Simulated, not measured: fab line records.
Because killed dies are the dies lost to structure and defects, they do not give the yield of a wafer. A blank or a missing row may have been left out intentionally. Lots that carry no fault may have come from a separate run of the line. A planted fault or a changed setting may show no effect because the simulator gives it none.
A sampling plan put to the test | flow berkeley_cmos170 | each of the 27 faults these records tell of, on one fab line, judged from the records of the lots it struck
Plan = the line's own looks (route steps where a gauge or an inspection reads the wafer without altering it). A look can be judged if struck wafers have a number there and the file gives its usual mean and standard deviation on fault-free wafers. Caught: at a look after the fault's first step, the mean of the struck wafers lies 4 or more of those standard deviations (sigma) from the usual mean. On the tool: the fault's steps, tested the same way using the tool's own readings. Also counted as caught: the struck wafers showing another recipe, or a record that is empty for them alone.

## THE FAULTS, as the simulator had put them in
1. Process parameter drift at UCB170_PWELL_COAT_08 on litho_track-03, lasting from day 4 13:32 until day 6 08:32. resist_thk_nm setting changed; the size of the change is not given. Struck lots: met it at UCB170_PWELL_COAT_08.
2. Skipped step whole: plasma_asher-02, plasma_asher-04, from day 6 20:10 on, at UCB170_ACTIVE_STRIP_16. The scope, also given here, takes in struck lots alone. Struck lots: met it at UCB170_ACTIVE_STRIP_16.
3. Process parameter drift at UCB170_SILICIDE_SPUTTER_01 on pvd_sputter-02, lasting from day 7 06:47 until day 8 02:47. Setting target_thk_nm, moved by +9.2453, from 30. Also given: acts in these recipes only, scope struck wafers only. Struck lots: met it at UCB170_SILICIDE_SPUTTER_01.
4. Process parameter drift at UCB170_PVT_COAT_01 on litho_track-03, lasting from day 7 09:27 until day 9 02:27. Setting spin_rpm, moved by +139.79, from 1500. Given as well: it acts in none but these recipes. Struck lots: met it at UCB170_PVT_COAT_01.
5. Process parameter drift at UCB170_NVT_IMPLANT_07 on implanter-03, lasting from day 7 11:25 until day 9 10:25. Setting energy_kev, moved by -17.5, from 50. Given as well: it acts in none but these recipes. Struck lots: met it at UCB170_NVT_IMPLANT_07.
6. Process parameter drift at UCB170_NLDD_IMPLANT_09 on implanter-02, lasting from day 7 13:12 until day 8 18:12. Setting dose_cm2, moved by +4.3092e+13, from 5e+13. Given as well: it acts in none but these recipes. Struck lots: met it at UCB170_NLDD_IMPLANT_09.
7. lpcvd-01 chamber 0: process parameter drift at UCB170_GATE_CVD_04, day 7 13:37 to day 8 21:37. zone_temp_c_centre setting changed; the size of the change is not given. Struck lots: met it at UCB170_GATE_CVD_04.
8. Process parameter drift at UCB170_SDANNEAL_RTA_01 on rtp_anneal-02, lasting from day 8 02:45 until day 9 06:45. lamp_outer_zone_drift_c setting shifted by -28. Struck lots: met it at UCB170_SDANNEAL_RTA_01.
9. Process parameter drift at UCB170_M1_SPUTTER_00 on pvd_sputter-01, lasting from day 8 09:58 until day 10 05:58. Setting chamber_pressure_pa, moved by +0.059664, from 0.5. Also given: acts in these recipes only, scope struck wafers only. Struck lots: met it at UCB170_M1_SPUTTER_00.
10. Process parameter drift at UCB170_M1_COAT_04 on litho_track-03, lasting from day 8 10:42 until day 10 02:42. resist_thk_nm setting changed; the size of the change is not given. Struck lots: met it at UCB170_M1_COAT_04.
11. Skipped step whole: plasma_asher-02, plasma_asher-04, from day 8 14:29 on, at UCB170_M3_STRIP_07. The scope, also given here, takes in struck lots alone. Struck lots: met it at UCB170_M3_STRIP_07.
12. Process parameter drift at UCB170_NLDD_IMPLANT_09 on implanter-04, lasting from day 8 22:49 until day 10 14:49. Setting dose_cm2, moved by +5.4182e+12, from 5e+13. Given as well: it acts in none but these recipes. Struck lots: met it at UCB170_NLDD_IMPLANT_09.
13. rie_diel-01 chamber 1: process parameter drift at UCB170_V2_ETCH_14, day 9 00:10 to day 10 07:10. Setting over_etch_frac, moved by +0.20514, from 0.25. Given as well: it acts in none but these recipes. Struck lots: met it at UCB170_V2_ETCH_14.
14. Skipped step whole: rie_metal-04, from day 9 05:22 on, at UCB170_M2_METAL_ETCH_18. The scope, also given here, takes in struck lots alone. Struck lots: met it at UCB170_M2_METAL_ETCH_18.
15. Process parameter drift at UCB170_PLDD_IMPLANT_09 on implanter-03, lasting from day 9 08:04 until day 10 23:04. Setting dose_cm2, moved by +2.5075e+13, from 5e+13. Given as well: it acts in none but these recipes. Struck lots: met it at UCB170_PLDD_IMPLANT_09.
16. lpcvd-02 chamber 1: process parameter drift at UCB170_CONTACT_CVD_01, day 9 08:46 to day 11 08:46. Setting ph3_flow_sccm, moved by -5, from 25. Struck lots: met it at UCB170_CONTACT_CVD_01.
17. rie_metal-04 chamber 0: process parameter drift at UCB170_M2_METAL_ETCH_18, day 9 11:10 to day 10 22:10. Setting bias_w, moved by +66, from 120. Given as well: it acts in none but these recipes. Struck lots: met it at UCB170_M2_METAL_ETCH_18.
18. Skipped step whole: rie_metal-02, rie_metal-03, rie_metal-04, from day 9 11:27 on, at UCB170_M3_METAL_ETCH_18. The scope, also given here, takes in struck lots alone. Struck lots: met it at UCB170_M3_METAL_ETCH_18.
19. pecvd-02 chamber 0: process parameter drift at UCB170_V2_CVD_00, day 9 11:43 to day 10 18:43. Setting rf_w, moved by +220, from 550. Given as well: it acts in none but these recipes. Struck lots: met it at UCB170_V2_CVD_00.
20. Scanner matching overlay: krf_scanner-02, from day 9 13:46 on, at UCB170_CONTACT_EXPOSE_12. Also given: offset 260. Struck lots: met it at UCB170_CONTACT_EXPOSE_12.
21. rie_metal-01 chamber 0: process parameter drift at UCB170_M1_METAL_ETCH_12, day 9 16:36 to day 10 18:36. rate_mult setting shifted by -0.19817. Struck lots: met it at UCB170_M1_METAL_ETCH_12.
22. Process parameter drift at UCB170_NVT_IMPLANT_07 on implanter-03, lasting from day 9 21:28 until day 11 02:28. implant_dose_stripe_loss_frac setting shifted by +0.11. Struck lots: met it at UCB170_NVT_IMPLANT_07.
23. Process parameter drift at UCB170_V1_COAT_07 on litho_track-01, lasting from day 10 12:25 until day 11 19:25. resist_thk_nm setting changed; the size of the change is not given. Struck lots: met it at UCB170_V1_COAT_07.
24. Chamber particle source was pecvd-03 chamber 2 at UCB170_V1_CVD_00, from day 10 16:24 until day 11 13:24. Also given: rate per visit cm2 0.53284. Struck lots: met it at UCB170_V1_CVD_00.
25. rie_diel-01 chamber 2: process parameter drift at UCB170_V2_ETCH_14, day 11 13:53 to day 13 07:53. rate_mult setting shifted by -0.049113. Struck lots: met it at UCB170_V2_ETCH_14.
26. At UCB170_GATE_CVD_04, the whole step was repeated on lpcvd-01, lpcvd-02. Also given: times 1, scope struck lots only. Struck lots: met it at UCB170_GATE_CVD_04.
27. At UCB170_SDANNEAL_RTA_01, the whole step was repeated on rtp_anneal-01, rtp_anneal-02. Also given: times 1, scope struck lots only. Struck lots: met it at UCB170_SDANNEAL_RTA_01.

## WHAT THE PLAN SAW
fault | on the tool itself                               | first look that catches it                      | reading, sigma                                                 | median hours from its first step to that look | hours from the fault's start to the first struck lot there | judged looks passed uncaught
1     | under 2 sigma                                    | no look after it can be judged                  | -                                                              | -                                             | -                                                          | 0
2     | no reading that can be judged                    | not the one look that can be judged after it    | -                                                              | -                                             | -                                                          | 1
3     | under 2 sigma                                    | UCB170_SILICIDE_RS_MEAS_02                      | SILICIDE_TI_RS -16                                             | 0.0                                           | 3                                                          | 0
4     | spin_speed_rpm +99 or beyond sigma               | not the one look that can be judged after it    | -                                                              | -                                             | -                                                          | 1
5     | beam_energy_keV -99 or beyond sigma              | UCB170_NVT_TW_MEAS_09                           | NVT_TW -14                                                     | 0.2                                           | 3                                                          | 0
6     | dose_ions_cm2 +99 or beyond sigma                | UCB170_NLDD_TW_MEAS_11                          | NLDD_TW +12                                                    | 0.2                                           | 11                                                         | 0
7     | spike_tc_centre_C +8.3 sigma                     | UCB170_GATE_THK_MEAS_05                         | GATE_POLY_THK +10                                              | 1.4                                           | 5                                                          | 0
8     | under 2 sigma                                    | UCB170_SDANNEAL_RS_MEAS_02                      | PSD_RS +26                                                     | 0.1                                           | 4                                                          | 0
9     | chamber_pressure_pa +66 sigma                    | none of the 2 looks that can be judged after it | strongest: M1_AL_RS at UCB170_M1_RS_MEAS_01, +2.9              | -                                             | -                                                          | 2
10    | no reading that can be judged                    | UCB170_M1_CD_MEAS_09                            | cd_nm -13                                                      | 1.1                                           | 6                                                          | 0
11    | no reading that can be judged                    | no look after it can be judged                  | -                                                              | -                                             | -                                                          | 0
12    | dose_ions_cm2 +99 or beyond sigma                | UCB170_SDANNEAL_RS_MEAS_05                      | NLDD_RS -13                                                    | 10.5                                          | 22                                                         | 0
13    | oes_product_au -5.8 sigma                        | not the one look that can be judged after it    | -                                                              | -                                             | -                                                          | 1
14    | the tool's record is blank for the struck wafers | no look after it can be judged                  | -                                                              | -                                             | -                                                          | 0
15    | dose_ions_cm2 +99 or beyond sigma                | UCB170_PLDD_TW_MEAS_11                          | PLDD_TW +7.3                                                   | 0.2                                           | 2                                                          | 0
16    | ph3_flow_sccm -61 sigma                          | not the one look that can be judged after it    | strongest: CONTACT_PSG_THK at UCB170_CONTACT_THK_MEAS_02, -3.6 | -                                             | -                                                          | 1
17    | bias_w +99 or beyond sigma                       | none of the 2 looks that can be judged after it | -                                                              | -                                             | -                                                          | 2
18    | the tool's record is blank for the struck wafers | no look after it can be judged                  | -                                                              | -                                             | -                                                          | 0
19    | rf_fwd_power_W +99 or beyond sigma               | UCB170_V2_THK_MEAS_01                           | V2_TEOS_THK +7.3                                               | 0.2                                           | 6                                                          | 0
20    | under 2 sigma                                    | UCB170_CONTACT_OVL_MEAS_16                      | CONTACT_OVL +37                                                | 0.6                                           | 12                                                         | 0
21    | under 2 sigma                                    | no look after it can be judged                  | -                                                              | -                                             | -                                                          | 0
22    | under 2 sigma                                    | none of the 3 looks that can be judged after it | strongest: NVT_TW at UCB170_NVT_TW_MEAS_09, -3.9               | -                                             | -                                                          | 3
23    | no reading that can be judged                    | not the one look that can be judged after it    | strongest: cd_nm at UCB170_V1_CD_MEAS_12, -3.9                 | -                                             | -                                                          | 1
24    | under 2 sigma                                    | none of the 2 looks that can be judged after it | -                                                              | -                                             | -                                                          | 2
25    | under 2 sigma                                    | not the one look that can be judged after it    | -                                                              | -                                             | -                                                          | 1
26    | under 2 sigma                                    | UCB170_GATE_THK_MEAS_05                         | GATE_POLY_THK +99 or beyond                                    | 3.8                                           | -                                                          | 0
27    | under 2 sigma                                    | none of the 7 looks that can be judged after it | -                                                              | -                                             | -                                                          | 7
Dash: fault not caught, or number not given in these records.

Caught at a look: 11 of 27. Caught on the tool: 13 of 27. By one or the other: 18 of 27.
Faults 4, 9, 13, 14, 16, 17, 18 were caught on the tool alone.
Caught at a look alone: faults 3, 8, 10, 20, 26.
Caught by neither: faults 1, 2, 11, 21, 22, 23, 24, 25, 27.

## THINNER SAMPLING
Were the look that catches a fault to measure just every second or every third lot (counted by lot number), the first struck lot would, at worst, be measured this late:
fault | struck lots at that look, in order of time | every lot | every second lot | every third lot
3     | L555, L557                                 | 3 h       | may miss all 2   | may miss all 2
5     | L216, L217, L221                           | 3 h       | 4 h              | 37 h
6     | L969, L972                                 | 11 h      | 21 h             | may miss all 2
7     | L224                                       | 5 h       | may miss it      | may miss it
8     | L233, L234, L237                           | 4 h       | 6 h              | may miss all 3
10    | L656, L658, L662                           | 6 h       | may miss all 3   | may miss all 3
12    | L909, L911                                 | 22 h      | may miss all 2   | may miss all 2
15    | L678, L679                                 | 2 h       | 7 h              | may miss all 2
19    | L702                                       | 6 h       | may miss it      | may miss it
20    | L887, L890, L892                           | 12 h      | 19 h             | may miss all 3
Hours count from the start of the fault until the first struck lot that is measured. The test against the limit of 4 sigma pooled every struck wafer, which means one lot taken alone may stay below that limit. Other struck lots may not be in these records.

## THE LONGEST TIMED WAY FROM STEP TO LOOK
Fault 12: the median time between UCB170_NLDD_IMPLANT_09 and UCB170_SDANNEAL_RS_MEAS_05 is 10.5 hours. No look between them can be judged.
